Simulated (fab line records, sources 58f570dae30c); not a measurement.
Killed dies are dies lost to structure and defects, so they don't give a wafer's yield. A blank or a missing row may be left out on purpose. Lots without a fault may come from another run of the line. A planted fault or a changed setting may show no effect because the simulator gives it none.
Which tool did it? | flow berkeley_cmos170 | 7 lots, 21 wafers sampled, at 1 step of a route of 331

WHAT THE GAUGES READ, wafer by wafer
UCB170_NWELL_THK_MEAS_02.
lot  | measured    | on            | NWELL_OXIDE_THK (nm)
L206 | day 2 15:31 | film_metro-04 | 25.1 25.6 25.8
L208 | day 2 19:47 | film_metro-02 | 26.2 26.0 25.5
L213 | day 4 01:19 | film_metro-04 | 26.1 25.7 26.5
L215 | day 4 12:20 | film_metro-04 | 27.5 27.0 27.4
L221 | day 5 18:17 | film_metro-03 | 26.6 26.6 26.5
L224 | day 6 07:10 | film_metro-03 | 26.6 26.0 26.8
L226 | day 6 20:50 | film_metro-02 | 26.1 26.0 25.9

WHICH TOOL RAN EACH LOT (tool, then ch and the chambers of the sampled wafers, then the start)
The record holds no process step before these readings.

THE ANSWER, worked out from the rows above alone
Rule: what is usual is taken from the lots themselves. Put in order of their means at a reading, lots are off if they are a third of the lots or fewer, leave a main group of 4 or more, and stand apart from it by a gap of 3 or more times the standard deviation of the main group's means; of several such gaps the widest counts. A main group whose means are all the same, to the digits that the tables above print for the reading, isn't used. A lot without any number at a reading at which 4 lots or more have one is off too. The other lots that the step has rows for count as sound.
No lot is off at any reading shown: from this, nothing can be told.

WHAT THE SIMULATOR HAD PUT IN
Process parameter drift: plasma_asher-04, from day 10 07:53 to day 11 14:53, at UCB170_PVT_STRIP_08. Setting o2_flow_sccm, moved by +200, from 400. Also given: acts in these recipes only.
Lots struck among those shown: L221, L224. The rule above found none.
